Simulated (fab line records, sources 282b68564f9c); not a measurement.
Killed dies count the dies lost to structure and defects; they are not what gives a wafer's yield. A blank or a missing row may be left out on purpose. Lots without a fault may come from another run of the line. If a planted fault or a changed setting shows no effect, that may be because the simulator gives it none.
Which tool was responsible? | flow rit-cmos | 15 lots, 45 wafers sampled, at 2 steps of a route of 202

## WHAT THE GAUGES READ, wafer by wafer
The record holds no reading of a measuring or inspecting step that can be judged against a usual standard deviation.

## EACH LOT AND THE TOOL THAT RAN IT (in order: tool; ch and the chambers of the sampled wafers; start)
lot  | RIT_FOX1_WET_ETCH_02           | RIT_M1_PROBE_99
L473 | wet-bench-01 ch 3, day 1 18:26 | -
L474 | wet-bench-04 ch 3, day 1 23:19 | -
L475 | wet-bench-01 ch 1, day 2 04:07 | -
L476 | wet-bench-01 ch 1, day 2 11:59 | -
L477 | wet-bench-01 ch 1, day 2 15:19 | prober-02, day 4 10:39
L478 | wet-bench-01 ch 3, day 2 19:36 | prober-01, day 4 16:01
L480 | wet-bench-03 ch 3, day 3 07:26 | -
L481 | wet-bench-03 ch 1, day 3 11:03 | -
L483 | wet-bench-01 ch 3, day 3 21:43 | prober-02, day 5 17:19
L490 | wet-bench-04 ch 0, day 5 08:30 | -
L492 | wet-bench-04 ch 1, day 5 20:20 | -
L493 | wet-bench-04 ch 1, day 6 00:55 | -
L494 | wet-bench-04 ch 2, day 6 07:52 | -
L495 | wet-bench-01 ch 0, day 6 13:45 | -
L496 | wet-bench-01 ch 3, day 6 18:19 | -
- RIT_FOX1_WET_ETCH_02: etches SiO2 in BOE, target depth 350 nm, time 390 s.
- RIT_M1_PROBE_99

## AS READ BY THE TOOLS THEMSELVES (means over the sampled wafers that have a number; for cases with no such wafer, the mark the record gives instead)
RIT_M1_PROBE_99. Usual: killed-at-contacts 0.0, standard deviation 0.22; killed-at-front-end 6.6, standard deviation 2.7; killed-dies 6.7, standard deviation 2.7; killed-on-rim 1.7, standard deviation 1.4; killed-open 3.4, standard deviation 2; killed-short 3.2, standard deviation 1.8.
lot  | tool      | killed-at-contacts | killed-at-front-end | killed-dies | killed-on-rim | killed-open | killed-short | flag
L477 | prober-02 | 0.0                | 25.0                | 25.0        | 8.3           | 4.0         | 3.0          | OFF
L478 | prober-01 | 0.0                | 28.0                | 28.0        | 8.0           | 2.0         | 2.7          | OFF
L483 | prober-02 | 0.3                | 31.7                | 32.0        | 9.7           | 3.7         | 3.0          | OFF

## THE ANSWER, worked out from the rows above alone
Rule: a lot counts as off when the mean over its wafers that have a number is more than 3 standard deviations away from the usual mean. Also off: a lot with no number at a reading for which 4 or more lots have one. Any other lot the step has rows for is counted as sound. First the gauges in route order, then the tools' own readings, where a lot's mean is used as printed above. The first step at which some lot is off is used, and at that step the reading that is off furthest; a lot without a number counts as furthest.
Off: L477, L478, L483 (RIT_M1_PROBE_99, killed-dies). Neither off nor sound, because the step has no rows for them: L473, L474, L475, L476, L480, L481, L490, L492, L493, L494, L495, L496.
A tool fits if, at that step or a process step before it, it ran every lot that is off, and no sound lot after the first of them. One candidate fits, namely wet-bench-01 at RIT_FOX1_WET_ETCH_02. It ran no sound lot before its first lot that is off in this sample, so the start can't be narrowed down.

## WHAT WAS PUT IN BY THE SIMULATOR
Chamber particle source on wet-bench-01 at RIT_FOX1_WET_ETCH_02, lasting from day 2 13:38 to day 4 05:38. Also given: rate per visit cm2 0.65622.
Lots struck among those shown: L477, L478, L483. This agrees with what the rule above found.
